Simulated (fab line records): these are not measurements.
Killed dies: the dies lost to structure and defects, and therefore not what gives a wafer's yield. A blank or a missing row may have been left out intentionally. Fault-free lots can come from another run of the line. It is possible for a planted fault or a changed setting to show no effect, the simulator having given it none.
Split-lot experiment :: flow berkeley-cmos170 :: 5 lots, 23 wafers read, on a route of 331 steps

== THE SPLIT ==
At UCB170_V2_CVD_00 (deposits SiO2 from TEOS/O2, target thk 2000 nm, time 250 s), the setting time-s was moved away from the recipe's 250 s on 4 of the 23 wafers read, by -7.8% to +14.0%. All remaining wafers had this setting at the recipe value.

There is no step in the file separating the split from the reading.

== THE READING ==
Values of V2_TEOS_THK in nm from UCB170_V2_THK_MEAS_01. Fault-free wafers of this fab line usually give 2004 nm, standard deviation 24 nm.

wafer: L074.2
tool, chamber at the split: pecvd-03, 2,0
time-s as run, s: 250
against the recipe: recipe
V2_TEOS_THK, nm: 1986
against lot-mates on the recipe: -

wafer: L074.3
tool, chamber at the split: pecvd-03, 2,0
time-s as run, s: 250
against the recipe: recipe
V2_TEOS_THK, nm: 1983
against lot-mates on the recipe: -

wafer: L074.4
tool, chamber at the split: pecvd-03, 0
time-s as run, s: 250
against the recipe: recipe
V2_TEOS_THK, nm: 1988
against lot-mates on the recipe: -

wafer: L074.5
tool, chamber at the split: pecvd-03, 2
time-s as run, s: 250
against the recipe: recipe
V2_TEOS_THK, nm: 2044
against lot-mates on the recipe: -

wafer: L074.6
tool, chamber at the split: pecvd-03, 1
time-s as run, s: 250
against the recipe: recipe
V2_TEOS_THK, nm: 2023
against lot-mates on the recipe: -

wafer: L078.1
tool, chamber at the split: pecvd-02, 1
time-s as run, s: 285.1
against the recipe: +14.0%
V2_TEOS_THK, nm: 2263
against lot-mates on the recipe: +258

wafer: L078.3
tool, chamber at the split: pecvd-02, 0
time-s as run, s: 250
against the recipe: recipe
V2_TEOS_THK, nm: 1964
against lot-mates on the recipe: -

wafer: L078.4
tool, chamber at the split: pecvd-02, 1
time-s as run, s: 250
against the recipe: recipe
V2_TEOS_THK, nm: 2025
against lot-mates on the recipe: -

wafer: L078.5
tool, chamber at the split: pecvd-02, 0
time-s as run, s: 250
against the recipe: recipe
V2_TEOS_THK, nm: 2027
against lot-mates on the recipe: -

wafer: L078.6
tool, chamber at the split: pecvd-02, 2
time-s as run, s: 285.1
against the recipe: +14.0%
V2_TEOS_THK, nm: 2279
against lot-mates on the recipe: +274

wafer: L081.1
tool, chamber at the split: pecvd-02, 1
time-s as run, s: 250
against the recipe: recipe
V2_TEOS_THK, nm: 1998
against lot-mates on the recipe: -

wafer: L081.3
tool, chamber at the split: pecvd-02, 2
time-s as run, s: 250
against the recipe: recipe
V2_TEOS_THK, nm: 1978
against lot-mates on the recipe: -

wafer: L081.4
tool, chamber at the split: pecvd-02, 2
time-s as run, s: 250
against the recipe: recipe
V2_TEOS_THK, nm: 2031
against lot-mates on the recipe: -

wafer: L084.1
tool, chamber at the split: pecvd-02, 1
time-s as run, s: 230.6
against the recipe: -7.8%
V2_TEOS_THK, nm: 1835
against lot-mates on the recipe: -158

wafer: L084.2
tool, chamber at the split: pecvd-02, 2
time-s as run, s: 250
against the recipe: recipe
V2_TEOS_THK, nm: 1985
against lot-mates on the recipe: -

wafer: L084.3
tool, chamber at the split: pecvd-02, 0
time-s as run, s: 250
against the recipe: recipe
V2_TEOS_THK, nm: 1981
against lot-mates on the recipe: -

wafer: L084.5
tool, chamber at the split: pecvd-02, 0
time-s as run, s: 230.6
against the recipe: -7.8%
V2_TEOS_THK, nm: 1887
against lot-mates on the recipe: -106

wafer: L084.6
tool, chamber at the split: pecvd-02, 2
time-s as run, s: 250
against the recipe: recipe
V2_TEOS_THK, nm: 2014
against lot-mates on the recipe: -

wafer: L085.1
tool, chamber at the split: pecvd-03, 0,2
time-s as run, s: 250
against the recipe: recipe
V2_TEOS_THK, nm: 1978
against lot-mates on the recipe: -

wafer: L085.3
tool, chamber at the split: pecvd-03, 0,2
time-s as run, s: 250
against the recipe: recipe
V2_TEOS_THK, nm: 1981
against lot-mates on the recipe: -

wafer: L085.4
tool, chamber at the split: pecvd-03, 1
time-s as run, s: 250
against the recipe: recipe
V2_TEOS_THK, nm: 1990
against lot-mates on the recipe: -

wafer: L085.5
tool, chamber at the split: pecvd-03, 2
time-s as run, s: 250
against the recipe: recipe
V2_TEOS_THK, nm: 2029
against lot-mates on the recipe: -

wafer: L085.6
tool, chamber at the split: pecvd-03, 0
time-s as run, s: 250
against the recipe: recipe
V2_TEOS_THK, nm: 2016
against lot-mates on the recipe: -
The file does not say which wafer passed through which chamber wherever a row lists several chambers: such a row stands for several wafers.

THE FIT
A straight line over all 23 wafers: V2_TEOS_THK changes by +18.9 nm for each +1% of time-s; r = +0.97; the points scatter about the line by 23 nm.
The same after taking each lot's own level away (the mean of its wafers on the recipe; 23 wafers): +18.4 nm for each +1%; r = +0.97; scatter 23 nm.
That fit puts the effect of the largest move of time-s on the reading at 2.6e+02 nm.
From 1993.3 to 2005.3 nm: that is the span of the lots' own levels, equal to 0.5 times the standard deviation above.
The two slopes are in agreement: the lot-to-lot level therefore moves the slope only a little.
Check: for one of the wafers moved furthest among these (+14.0%), held out of the fit, the line's prediction against its lot-mates is +262 nm. Against them it came out at +258 nm.

== THE WHOLE CHAIN: every reading that the file lists as answering this split, in the file's order ==
step: UCB170_V2_CVD_00
what it does: deposits SiO2 from TEOS/O2, target thk 2000 nm, time 250 s
reading: SiO2_of_V2_CVD_00.thk-nm (the simulator's own value, which no gauge read)
change (the file's fit): +18.5 nm for each +1% of the setting
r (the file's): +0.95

step: UCB170_V2_THK_MEAS_01
what it does: 
reading: V2_TEOS_THK
change (the file's fit): +18.5 for each +1% of the setting
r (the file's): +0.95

== FILE'S OWN FIT ==
V2_TEOS_THK changes by +18.5 nm for each +1% of time-s, r = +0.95.
